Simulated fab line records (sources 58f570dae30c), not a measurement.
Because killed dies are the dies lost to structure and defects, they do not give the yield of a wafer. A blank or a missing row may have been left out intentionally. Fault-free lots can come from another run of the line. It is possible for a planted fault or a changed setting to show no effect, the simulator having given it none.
fab line records -- flow berkeley-cmos170 -- part 1 of 2: steps 1 to 30 of 43
[record] lots = 5, wafers = 15, last-day = 13
route steps=331 shown ACTIVE@75 PFIELD@79 FIELD@89 SACOX@97 SCREENOX@100 NVT@104 PVT@115
lots that met no fault: from a run of the same line without faults
start-h: hours from the record's opening day to when the first of the lot's shown wafers began -- wait-h: how many hours have passed since the lot's step before this one -- " as in the row above -- L1.1+2: one row covering several wafers at once -- - either no value or no given start -- * or withheld: withheld -- < > ~ a bound
route shown NAME@n: names a module that has steps shown in the file, with the first one's number in the route -- usual: mean/standard deviation of fault-free wafers -- same: alike in all rows -- chamber/n: place in a boat -- sites: per-site readings -- _std_site: the standard deviation of these -- _edge_site: the outer-site mean with the inner-site mean subtracted -- radius-mm: how far each site lies from the wafer's centre -- mask NAME#n: copy n -- behind: the most recent tool/chamber to have shaped the wafer -- hold: cause of the lot's hold/its duration in hours/its outcome -- device: names the non-switching transistor (n, p or np) -- end of line: the same wafers' tests at the end of the route -- where a step has no rows: the recipe by itself -- killed: dies lost to structure and defects at the first sort, not the wafer's yield -- map: a wafer's dies, marking killed ones x, the rest . and places with no die _
set.NAME: the setting as run; set.NAME@STEP: as run at that earlier step -- model.NAME: the simulator's own value behind a step, which no gauge read
a table for each step, a row for each wafer; lots at some steps of the route
services: a tool's chamber out of use, with start hour (start-h, from the record's first day; less than 0 if before it), hours out, and reason
[[steps]]
[step UCB170_ACTIVE_ETCH_15]
[recipe] chemistry = CH3F/Ar/O2, target = Si3N4, stop-on = SiO2, CH3F_flow_sccm = 20, Ar_flow_sccm = 50, O2_flow_sccm = 7, pressure-mtorr = 50, rf-w = 450, target-depth-a = 2420, over-etch-frac = 0.1, time-s = 151
[usual] drypump-motor-current-A = 5.7/0.43, mfc-ar-sccm = 50.01/0.14, oes-product-au = 0.943/0.012, throttle-valve-pct = 8.09/0.13
lot.wafer,tool,chamber,start-h,wait-h,drypump-motor-current-A,mfc-ar-sccm,oes-product-au,rf-hours-counter-h,throttle-valve-pct
L077.3,rie-diel-02,3,119.11,0.0,6.1,50.24,0.934,5,8.25
L077.4,rie-diel-02,2,119.11,0.0,6.2,50.23,0.939,72,8.01
L077.5,rie-diel-02,2,119.11,0.0,6.3,50.16,0.934,-,8.02
L078.1,rie-diel-01,3,119.35,0.0,5.3,49.99,0.925,144,8.01
L078.3,rie-diel-01,2,119.35,0.0,5.3,50.12,0.920,2,8.07
L078.5,rie-diel-01,1,119.35,0.0,5.6,49.79,0.942,-,8.37
L080.2,rie-diel-01,3,130.16,0.0,5.3,49.98,0.927,145,8.01
L080.4,rie-diel-01,2,130.16,0.0,5.3,49.73,0.942,2,8.08
L080.5,rie-diel-01,1,130.16,0.0,5.6,50.02,0.954,-,8.38
L079.3,rie-diel-04,2,130.28,0.0,5.6,50.10,0.938,12,8.24
L079.5,rie-diel-04,3,130.28,0.0,6.0,49.92,0.925,-,8.09
L079.6,rie-diel-04,2,130.28,0.0,5.7,49.91,0.949,-,8.24
L094.1,rie-diel-04,2,202.00,0.0,5.6,50.16,0.938,15,8.24
L094.4,rie-diel-04,3,202.00,0.0,6.0,50.28,0.936,14,8.10
L094.5,rie-diel-04,0,202.00,0.0,6.4,50.17,0.977,-,7.86
[step UCB170_ACTIVE_STRIP_16]
[recipe] chemistry = O2, power-w = 400, pressure-mtorr = 3500, platen-temp-c = withheld, o2-flow-sccm = 400, overash-fraction = 0.5
[usual] drypump-motor-current-A = 5.5/0.37, oes-product-au = 0.721/0.0044, strip-time-to-endpoint-s = 18.09/0.079
lot.wafer,tool,chamber,start-h,wait-h,drypump-motor-current-A,oes-product-au,rf-hours-counter-h,strip-time-to-endpoint-s
L077.3,plasma-asher-02,1,119.25,0.1,5.1,0.723,-,18.19
L077.4,plasma-asher-02,0,119.25,0.1,5.5,0.722,-,18.03
L077.5,plasma-asher-02,1,119.25,0.1,5.1,0.729,-,18.06
L078.1,plasma-asher-04,1,119.45,0.1,6.0,0.719,32,18.17
L078.3,plasma-asher-04,1,119.45,0.1,6.0,0.725,-,18.18
L078.5,plasma-asher-04,1,119.45,0.1,6.0,0.728,-,18.12
L080.2,plasma-asher-02,1,130.26,0.1,5.1,0.729,37,18.16
L080.4,plasma-asher-02,1,130.26,0.1,5.1,0.719,-,18.11
L080.5,plasma-asher-02,1,130.26,0.1,5.1,0.718,-,18.04
L079.3,plasma-asher-04,0,130.41,0.1,5.7,0.712,-,18.12
L079.5,plasma-asher-04,0,130.41,0.1,5.7,0.718,-,18.18
L079.6,plasma-asher-04,1,130.41,0.1,6.0,0.725,-,18.13
L094.1,plasma-asher-02,0,202.10,0.1,5.6,0.718,45,18.18
L094.4,plasma-asher-02,1,202.10,0.1,5.1,0.721,-,18.23
L094.5,plasma-asher-02,1,202.10,0.1,5.1,0.724,-,18.11
[step UCB170_ACTIVE_CD_MEAS_90]
[recipe] target-cd-nm = 1200
[usual] cd-nm = 1199.8/1.6
lot.wafer,tool,chamber,start-h,wait-h,cd-nm
L077.3,cd-sem-01,-,119.36,0.1,1198.2
L077.4,cd-sem-01,-,119.36,0.1,1197.8
L077.5,cd-sem-01,-,119.36,0.1,1197.8
L078.1,cd-sem-01,-,119.55,0.1,1197.7
L078.3,cd-sem-01,-,119.55,0.1,1198.7
L078.5,cd-sem-01,-,119.55,0.1,1199.8
L080.2,cd-sem-01,-,130.62,0.3,1201.7
L080.4,cd-sem-01,-,130.62,0.3,1200.1
L080.5,cd-sem-01,-,130.62,0.3,1199.5
L079.3,cd-sem-01,-,130.76,0.3,1199.5
L079.5,cd-sem-01,-,130.76,0.3,1200.2
L079.6,cd-sem-01,-,130.76,0.3,1200.8
L094.1,cd-sem-02,-,202.20,0.1,1199.3
L094.4,cd-sem-02,-,202.20,0.1,1200.7
L094.5,cd-sem-02,-,202.20,0.1,1199.9
[step UCB170_ACTIVE_CLEAN_17]
[recipe] chemistry = SPM, temp-c = 120, time-s = 600
lot.wafer,tool,chamber,start-h,wait-h
L077.3+4+5,wet-bench-03,3,121.51,2.1
L078.1+3+5,wet-bench-03,0,121.51,1.9
L080.2+4+5,wet-bench-01,0,130.83,0.2
L079.3+5+6,wet-bench-01,2,131.02,0.2
L094.1+4+5,wet-bench-01,0,202.32,0.1
[step UCB170_PFIELD_HMDS_00]
[recipe] prime-time-s = 60, prime-temp-c = 100
lot.wafer,tool,chamber,start-h,wait-h
L077.3+4+5,litho-track-03,0,121.75,0.1
L078.1+3+5,litho-track-01,0,121.96,0.3
L080.2+4+5,litho-track-01,0,131.39,0.4
L079.3+5+6,litho-track-04,0,131.67,0.5
L094.1+4+5,litho-track-01,0,202.54,0.0
[step UCB170_PFIELD_COAT_01]
[recipe] resist = KrF, spin-rpm = 1500, resist-thk-nm = 900
[usual] spin-speed-rpm = 1499.9/0.9
lot.wafer,tool,chamber,start-h,wait-h,spin-speed-rpm
L077.3,litho-track-03,0,121.90,0.1,1499.9
L077.4,litho-track-03,0,121.90,0.1,1500.7
L077.5,litho-track-03,0,121.90,0.1,1500.8
L078.1,litho-track-01,0,122.11,0.1,1498.7
L078.3,litho-track-01,0,122.11,0.1,1499.7
L078.5,litho-track-01,0,122.11,0.1,1499.2
L080.2,litho-track-01,0,131.54,0.1,1497.9
L080.4,litho-track-01,0,131.54,0.1,1499.3
L080.5,litho-track-01,0,131.54,0.1,1499.3
L079.3,litho-track-04,0,131.82,0.1,1499.7
L079.5,litho-track-04,0,131.82,0.1,1499.2
L079.6,litho-track-04,0,131.82,0.1,1499.1
L094.1,litho-track-01,0,202.69,0.1,1500.4
L094.4,litho-track-01,0,202.69,0.1,1501.1
L094.5,litho-track-01,0,202.69,0.1,1500.7
[step UCB170_PFIELD_SOFTBAKE_02]
[recipe] resist = KrF, temp-c = 130, time-s = 60
lot.wafer,tool,chamber,start-h,wait-h
L077.3+4+5,litho-track-03,0,122.05,0.1
L078.1+3+5,litho-track-01,0,122.26,0.1
L080.2+4+5,litho-track-01,0,131.69,0.1
L079.3+5+6,litho-track-04,0,131.97,0.1
L094.1+4+5,litho-track-01,0,202.84,0.1
[step UCB170_PFIELD_EXPOSE_03]
[recipe] mask-id = PFIELD, na = 0.5, sigma-outer = 0.6, source-shape = conventional, target-cd-nm = 1500, dose-mj = 30
[same] sigma-outer = 0.6
lot.wafer,tool,chamber,start-h,wait-h,mask
L077.3+4+5,krf-scanner-01,0,122.19,0.1,PFIELD#0
L078.1+3+5,krf-scanner-02,0,122.54,0.2,PFIELD#0
L080.2+4+5,krf-scanner-02,0,131.99,0.3,PFIELD#0
L079.3+5+6,krf-scanner-01,0,132.26,0.3,PFIELD#0
L094.1+4+5,krf-scanner-01,0,203.11,0.2,PFIELD#0
[step UCB170_PFIELD_PEB_04]
[recipe] peb-temp-c = 130, peb-time-s = withheld, resist = KrF
lot.wafer,tool,chamber,start-h,wait-h
L077.3+4+5,litho-track-03,0,122.32,0.1
L078.1+3+5,litho-track-03,0,122.65,0.1
L080.2+4+5,litho-track-01,0,132.56,0.6
L079.3+5+6,litho-track-03,0,132.63,0.4
L094.1+4+5,litho-track-03,0,204.09,1.0
[step UCB170_PFIELD_DEVELOP_05]
[recipe] developer = TMAH, develop-time-s = 45, resist = KrF, dev-temp-c = 21
lot.wafer,tool,chamber,start-h,wait-h
L077.3+4+5,litho-track-03,0,-,-
L078.1+3+5,litho-track-03,0,-,-
L080.2+4+5,litho-track-01,0,-,-
L079.3+5+6,litho-track-03,0,-,-
L094.1+4+5,litho-track-03,0,-,-
[step UCB170_PFIELD_OVL_MEAS_06]
[usual] PFIELD_OVL = -6/5.6
lot.wafer,tool,chamber,start-h,wait-h,PFIELD_OVL[nm]
L077.3,overlay-02,-,122.56,-,-17
L077.4,overlay-02,-,122.56,-,-6
L077.5,overlay-02,-,122.56,-,-8
L078.1,overlay-01,-,122.93,-,-11
L078.3,overlay-01,-,122.93,-,-10
L078.5,overlay-01,-,122.93,-,-8
L080.2,overlay-02,-,132.82,-,-15
L080.4,overlay-02,-,132.82,-,-18
L080.5,overlay-02,-,132.82,-,-17
L079.3,overlay-02,-,132.87,-,-4
L079.5,overlay-02,-,132.87,-,-4
L079.6,overlay-02,-,132.87,-,-4
L094.1,overlay-02,-,204.36,-,-3
L094.4,overlay-02,-,204.36,-,-12
L094.5,overlay-02,-,204.36,-,-3
[step UCB170_PFIELD_IMPLANT_07]
[recipe] species = B, dose-cm2 = 2e+13, energy-kev = 80, tilt-deg = 7
[usual] dose-ions-cm2 = 2.0002e+13/2e+10
lot.wafer,tool,chamber,start-h,wait-h,dose-ions-cm2
L077.3,implanter-02,0,122.63,0.1,2.0031e+13
L077.4,implanter-02,0,122.63,0.1,2.0022e+13
L077.5,implanter-02,0,122.63,0.1,2.0028e+13
L078.1,implanter-01,0,122.97,0.0,2.0014e+13
L078.3,implanter-01,0,122.97,0.0,2.0003e+13
L078.5,implanter-01,0,122.97,0.0,1.9983e+13
L080.2,implanter-01,0,132.88,0.0,2.0008e+13
L080.4,implanter-01,0,132.88,0.0,2.0017e+13
L080.5,implanter-01,0,132.88,0.0,1.9998e+13
L079.3,implanter-02,0,132.94,0.1,1.9998e+13
L079.5,implanter-02,0,132.94,0.1,2.0022e+13
L079.6,implanter-02,0,132.94,0.1,2.0036e+13
L094.1,implanter-04,0,204.40,0.0,2.0023e+13
L094.4,implanter-04,0,204.40,0.0,2.0011e+13
L094.5,implanter-04,0,204.40,0.0,1.9957e+13
[step UCB170_PFIELD_STRIP_08]
[recipe] chemistry = O2, power-w = 400, pressure-mtorr = 3500, platen-temp-c = withheld, o2-flow-sccm = 400, overash-fraction = 0.5
[usual] drypump-motor-current-A = 5.7/0.44, oes-product-au = 0.735/0.0047, strip-time-to-endpoint-s = 21.64/0.08
lot.wafer,tool,chamber,start-h,wait-h,drypump-motor-current-A,oes-product-au,rf-hours-counter-h,strip-time-to-endpoint-s
L077.3,plasma-asher-01,0,122.76,0.1,6.0,0.725,-,21.64
L077.4,plasma-asher-01,1,122.76,0.1,6.0,0.738,-,21.65
L077.5,plasma-asher-01,1,122.76,0.1,6.0,0.729,-,21.64
L078.1,plasma-asher-04,0,123.12,0.1,5.6,0.749,32,21.54
L078.3,plasma-asher-04,0,123.12,0.1,5.6,0.733,-,21.53
L078.5,plasma-asher-04,1,123.12,0.1,6.0,0.730,-,21.52
L080.2,plasma-asher-03,0,133.00,0.1,4.8,0.738,1,21.66
L080.4,plasma-asher-03,0,133.00,0.1,4.8,0.738,-,21.65
L080.5,plasma-asher-03,1,133.00,0.1,5.6,0.734,-,21.61
L079.3,plasma-asher-01,1,133.08,0.1,6.0,0.739,-,21.64
L079.5,plasma-asher-01,1,133.08,0.1,6.0,0.731,-,21.70
L079.6,plasma-asher-01,0,133.08,0.1,6.0,0.740,-,21.76
L094.1,plasma-asher-03,1,204.55,0.1,5.6,0.735,9,21.56
L094.4,plasma-asher-03,1,204.55,0.1,5.6,0.739,-,21.59
L094.5,plasma-asher-03,0,204.55,0.1,4.8,0.731,-,21.55
[step UCB170_PFIELD_TW_MEAS_09]
[usual] PFIELD_TW = 605/4.3
lot.wafer,tool,chamber,start-h,wait-h,PFIELD_TW
L077.3,film-metro-04,-,122.85,0.1,611
L077.4,film-metro-04,-,122.85,0.1,611
L077.5,film-metro-04,-,122.85,0.1,614
L078.1,film-metro-03,-,123.22,0.1,603
L078.3,film-metro-03,-,123.22,0.1,605
L078.5,film-metro-03,-,123.22,0.1,605
L080.2,film-metro-04,-,133.11,0.1,616
L080.4,film-metro-04,-,133.11,0.1,614
L080.5,film-metro-04,-,133.11,0.1,610
L079.3,film-metro-01,-,133.16,0.1,602
L079.5,film-metro-01,-,133.16,0.1,603
L079.6,film-metro-01,-,133.16,0.1,601
L094.1,film-metro-04,-,204.65,0.1,609
L094.4,film-metro-04,-,204.65,0.1,607
L094.5,film-metro-04,-,204.65,0.1,610
[step UCB170_FIELD_CLEAN_00]
[recipe] chemistry = dHF, dilution = 25:1, time-s = 7.5
lot.wafer,tool,chamber,start-h,wait-h
L077.3+4+5,wet-bench-02,0,122.89,0.0
L078.1+3+5,wet-bench-02,1,123.28,0.1
L080.2+4+5,wet-bench-02,0,133.16,0.0
L079.3+5+6,wet-bench-01,3,133.20,0.0
L094.1+4+5,wet-bench-04,3,204.71,0.1
[step UCB170_FIELD_OXIDATION_01]
[recipe] temp-c = 1000, ambient = H2O, p-h2o-torr = 584.62, target-thk-a = 5583, ox-time-s = 7200
[usual] zone-power-source-pct = 33/3.9
lot.wafer,tool,chamber,start-h,wait-h,zone-power-source-pct
L077.3,furnace-02,0,126.26,3.4,29
L077.4,furnace-02,0,126.26,3.4,29
L077.5,furnace-02,0,126.26,3.4,29
L078.1,furnace-02,0,126.26,3.0,29
L078.3,furnace-02,0,126.26,3.0,29
L078.5,furnace-02,0,126.26,3.0,29
L079.3,furnace-02,0,137.29,4.1,30
L079.5,furnace-02,0,137.29,4.1,29
L079.6,furnace-02,0,137.29,4.1,29
L080.2,furnace-02,0,137.29,4.1,29
L080.4,furnace-02,0,137.29,4.1,29
L080.5,furnace-02,0,137.29,4.1,29
L094.1,furnace-01,0,210.74,6.0,38
L094.4,furnace-01,0,210.74,6.0,37
L094.5,furnace-01,0,210.74,6.0,37
[step UCB170_FIELD_THK_MEAS_02]
[recipe] reads = SiO2_of_FIELD_OXIDATION_01
[usual] FIELD_OXIDE_THK = 557/8.8
lot.wafer,tool,chamber,start-h,wait-h,FIELD_OXIDE_THK[nm]
L078.1,film-metro-04,-,129.26,0.0,568
L078.3,film-metro-04,-,129.26,0.0,551
L078.5,film-metro-04,-,129.26,0.0,558
L077.3,film-metro-02,-,129.28,0.0,562
L077.4,film-metro-02,-,129.28,0.0,562
L077.5,film-metro-02,-,129.28,0.0,562
L080.2,film-metro-02,-,140.30,0.0,553
L080.4,film-metro-02,-,140.30,0.0,551
L080.5,film-metro-02,-,140.30,0.0,552
L079.3,film-metro-04,-,140.31,0.0,554
L079.5,film-metro-04,-,140.31,0.0,549
L079.6,film-metro-04,-,140.31,0.0,547
L094.1,film-metro-04,-,213.74,0.0,545
L094.4,film-metro-04,-,213.74,0.0,550
L094.5,film-metro-04,-,213.74,0.0,540
[step UCB170_FIELD_ANNEAL_03]
[recipe] temp-c = 1000, time-s = 1200, ambient = N2
[usual] zone-power-source-pct = 31.3/2.4
lot.wafer,tool,chamber,start-h,wait-h,zone-power-source-pct
L077.3,furnace-02,0,134.61,5.3,28.6
L077.4,furnace-02,0,134.61,5.3,29.0
L077.5,furnace-02,0,134.61,5.3,28.7
L078.1,furnace-02,0,134.61,5.3,28.9
L078.3,furnace-02,0,134.61,5.3,29.5
L078.5,furnace-02,0,134.61,5.3,29.2
L079.3,furnace-04,0,143.56,3.2,31.2
L079.5,furnace-04,0,143.56,3.2,30.7
L079.6,furnace-04,0,143.56,3.2,30.8
L080.2,furnace-04,0,143.56,3.2,31.3
L080.4,furnace-04,0,143.56,3.2,31.4
L080.5,furnace-04,0,143.56,3.2,30.5
L094.1,furnace-02,0,218.02,4.3,29.6
L094.4,furnace-02,0,218.02,4.3,29.0
L094.5,furnace-02,0,218.02,4.3,29.3
[step UCB170_FIELD_WET_ETCH_04]
[recipe] chemistry = dHF, dilution = 10:1, target = SiO2, temp-c = 25, time-s = 60
lot.wafer,tool,chamber,start-h,wait-h
L077.3+4+5,wet-bench-04,3,135.94,0.0
L078.1+3+5,wet-bench-04,0,135.94,0.0
L079.3+5+6,wet-bench-02,0,145.08,0.2
L080.2+4+5,wet-bench-02,3,145.08,0.2
L094.1+4+5,wet-bench-02,1,219.36,0.0
[step UCB170_FIELD_WET_ETCH_05]
[recipe] chemistry = H3PO4, target = Si3N4, temp-c = 160, time-s = 12600
lot.wafer,tool,chamber,start-h,wait-h
L077.3+4+5,wet-bench-02,2,135.97,0.0
L078.1+3+5,wet-bench-02,3,135.97,0.0
L079.3+5+6,wet-bench-02,2,145.28,0.2
L080.2+4+5,wet-bench-02,2,145.28,0.2
L094.1+4+5,wet-bench-01,0,219.38,0.0
[step UCB170_FIELD_WET_ETCH_06]
[recipe] chemistry = BOE, dilution = 5:1, target = SiO2, temp-c = 25, time-s = 22
lot.wafer,tool,chamber,start-h,wait-h
L077.3+4+5,wet-bench-02,0,139.48,0.0
L078.1+3+5,wet-bench-02,0,139.48,0.0
L079.3+5+6,wet-bench-02,3,148.79,0.0
L080.2+4+5,wet-bench-02,0,148.79,0.0
L094.1+4+5,wet-bench-02,0,222.94,0.0
[step UCB170_FIELD_THK_MEAS_90]
[recipe] reads = SiO2_of_FIELD_OXIDATION_01
[usual] FIELD_OXIDE_LEFT_1_THK = 440/8.9
lot.wafer,tool,chamber,start-h,wait-h,FIELD_OXIDE_LEFT_1_THK[nm]
L078.1,film-metro-04,-,139.49,0.0,450
L078.3,film-metro-04,-,139.49,0.0,435
L078.5,film-metro-04,-,139.49,0.0,440
L077.3,film-metro-01,-,139.51,0.0,446
L077.4,film-metro-01,-,139.51,0.0,445
L077.5,film-metro-01,-,139.51,0.0,445
L080.2,film-metro-02,-,148.81,0.0,436
L080.4,film-metro-02,-,148.81,0.0,434
L080.5,film-metro-02,-,148.81,0.0,436
L079.3,film-metro-02,-,148.88,0.1,436
L079.5,film-metro-02,-,148.88,0.1,431
L079.6,film-metro-02,-,148.88,0.1,428
L094.1,film-metro-02,-,222.96,0.0,428
L094.4,film-metro-02,-,222.96,0.0,434
L094.5,film-metro-02,-,222.96,0.0,424
[step UCB170_SACOX_CLEAN_00]
[recipe] chemistry = dHF, dilution = 25:1, time-s = 7.5
lot.wafer,tool,chamber,start-h,wait-h
L077.3+4+5,wet-bench-02,1,139.55,0.0
L078.1+3+5,wet-bench-02,0,139.55,0.1
L080.2+4+5,wet-bench-03,0,148.86,0.0
L079.3+5+6,wet-bench-02,1,148.92,0.0
L094.1+4+5,wet-bench-02,1,223.02,0.1
[step UCB170_SACOX_OXIDATION_01]
[recipe] temp-c = 900, ambient = O2, target-thk-a = 144, ox-time-s = 2400
[usual] zone-power-source-pct = 25.2/2.5
lot.wafer,tool,chamber,start-h,wait-h,zone-power-source-pct
L077.3,furnace-02,0,143.14,3.6,22.8
L077.4,furnace-02,0,143.14,3.6,22.8
L077.5,furnace-02,0,143.14,3.6,22.7
L078.1,furnace-02,0,143.14,3.6,22.6
L078.3,furnace-02,0,143.14,3.6,22.8
L078.5,furnace-02,0,143.14,3.6,22.8
L079.3,furnace-04,0,152.06,3.1,24.2
L079.5,furnace-04,0,152.06,3.1,24.1
L079.6,furnace-04,0,152.06,3.1,24.5
L080.2,furnace-04,0,152.06,3.2,24.5
L080.4,furnace-04,0,152.06,3.2,24.4
L080.5,furnace-04,0,152.06,3.2,24.1
L094.1,furnace-01,0,227.49,4.5,29.1
L094.4,furnace-01,0,227.49,4.5,29.3
L094.5,furnace-01,0,227.49,4.5,28.7
[step UCB170_SACOX_THK_MEAS_02]
[recipe] reads = SiO2_of_SACOX_OXIDATION_01
[usual] SACOX_OXIDE_THK = 14.47/0.22
lot.wafer,tool,chamber,start-h,wait-h,SACOX_OXIDE_THK[nm]
L078.1,film-metro-04,-,144.81,0.0,14.47
L078.3,film-metro-04,-,144.81,0.0,14.37
L078.5,film-metro-04,-,144.81,0.0,14.37
L077.3,film-metro-03,-,144.83,0.0,14.66
L077.4,film-metro-03,-,144.83,0.0,14.55
L077.5,film-metro-03,-,144.83,0.0,14.33
L080.2,film-metro-04,-,153.74,0.0,14.29
L080.4,film-metro-04,-,153.74,0.0,14.52
L080.5,film-metro-04,-,153.74,0.0,14.44
L079.3,film-metro-04,-,153.81,0.1,14.78
L079.5,film-metro-04,-,153.81,0.1,14.32
L079.6,film-metro-04,-,153.81,0.1,14.57
L094.1,film-metro-03,-,229.16,0.0,14.38
L094.4,film-metro-03,-,229.16,0.0,14.68
L094.5,film-metro-03,-,229.16,0.0,14.58
[step UCB170_SCREENOX_WET_ETCH_00]
[recipe] chemistry = dHF, dilution = 25:1, target = SiO2, temp-c = 25, time-s = 200
lot.wafer,tool,chamber,start-h,wait-h
L077.3+4+5,wet-bench-02,3,145.01,0.2
L078.1+3+5,wet-bench-02,0,145.01,0.2
L080.2+4+5,wet-bench-03,0,153.80,0.1
L079.3+5+6,wet-bench-02,2,153.85,0.0
L094.1+4+5,wet-bench-03,0,229.22,0.1
[step UCB170_SCREENOX_OXIDATION_01]
[recipe] temp-c = 900, ambient = O2, target-thk-a = 144, ox-time-s = 2400
[usual] zone-power-source-pct = 25.9/2.4
lot.wafer,tool,chamber,start-h,wait-h,zone-power-source-pct
L077.3,furnace-02,0,148.66,3.6,22.9
L077.4,furnace-02,0,148.66,3.6,22.7
L077.5,furnace-02,0,148.66,3.6,22.6
L078.1,furnace-02,0,148.66,3.6,22.8
L078.3,furnace-02,0,148.66,3.6,22.8
L078.5,furnace-02,0,148.66,3.6,22.7
L079.3,furnace-04,0,156.56,2.6,24.0
L079.5,furnace-04,0,156.56,2.6,23.8
L079.6,furnace-04,0,156.56,2.6,24.3
L080.2,furnace-04,0,156.56,2.7,24.2
L080.4,furnace-04,0,156.56,2.7,24.4
L080.5,furnace-04,0,156.56,2.7,23.7
L094.1,furnace-04,0,232.38,3.1,24.2
L094.4,furnace-04,0,232.38,3.1,24.1
L094.5,furnace-04,0,232.38,3.1,24.5
[step UCB170_SCREENOX_THK_MEAS_02]
[recipe] reads = SiO2_of_SCREENOX_OXIDATION_01
[usual] SCREENOX_OXIDE_THK = 14.41/0.21
lot.wafer,tool,chamber,start-h,wait-h,SCREENOX_OXIDE_THK[nm]
L078.1,film-metro-03,-,150.32,0.0,14.29
L078.3,film-metro-03,-,150.32,0.0,14.33
L078.5,film-metro-03,-,150.32,0.0,14.38
L077.3,film-metro-01,-,150.34,0.0,14.25
L077.4,film-metro-01,-,150.34,0.0,14.25
L077.5,film-metro-01,-,150.34,0.0,14.00
L079.3,film-metro-02,-,158.25,0.0,14.99
L079.5,film-metro-02,-,158.25,0.0,14.84
L079.6,film-metro-02,-,158.25,0.0,14.72
L080.2,film-metro-01,-,158.30,0.1,14.69
L080.4,film-metro-01,-,158.30,0.1,14.51
L080.5,film-metro-01,-,158.30,0.1,14.48
L094.1,film-metro-02,-,234.05,0.0,14.94
L094.4,film-metro-02,-,234.05,0.0,14.71
L094.5,film-metro-02,-,234.05,0.0,14.69
[step UCB170_SCREENOX_ANNEAL_03]
[recipe] temp-c = 900, time-s = 900, ambient = N2
[usual] zone-power-source-pct = 24.1/2
lot.wafer,tool,chamber,start-h,wait-h,zone-power-source-pct
L077.3,furnace-01,0,153.86,3.5,29.2
L077.4,furnace-01,0,153.86,3.5,28.8
L077.5,furnace-01,0,153.86,3.5,28.7
L078.1,furnace-01,0,153.86,3.5,29.2
L078.3,furnace-01,0,153.86,3.5,29.1
L078.5,furnace-01,0,153.86,3.5,29.6
L079.3,furnace-04,0,162.48,4.2,24.0
L079.5,furnace-04,0,162.48,4.2,24.6
L079.6,furnace-04,0,162.48,4.2,24.3
L080.2,furnace-04,0,162.48,4.2,24.4
L080.4,furnace-04,0,162.48,4.2,24.4
L080.5,furnace-04,0,162.48,4.2,24.3
L094.1,furnace-02,0,236.59,2.5,22.7
L094.4,furnace-02,0,236.59,2.5,22.5
L094.5,furnace-02,0,236.59,2.5,22.5
[step UCB170_NVT_HMDS_00]
[recipe] prime-time-s = 60, prime-temp-c = 100
lot.wafer,tool,chamber,start-h,wait-h
L078.1+3+5,litho-track-03,0,155.47,0.4
L077.3+4+5,litho-track-02,0,155.56,0.4
L079.3+5+6,litho-track-02,0,163.91,0.2
L080.2+4+5,litho-track-03,0,164.22,0.5
L094.1+4+5,litho-track-02,0,237.84,0.0
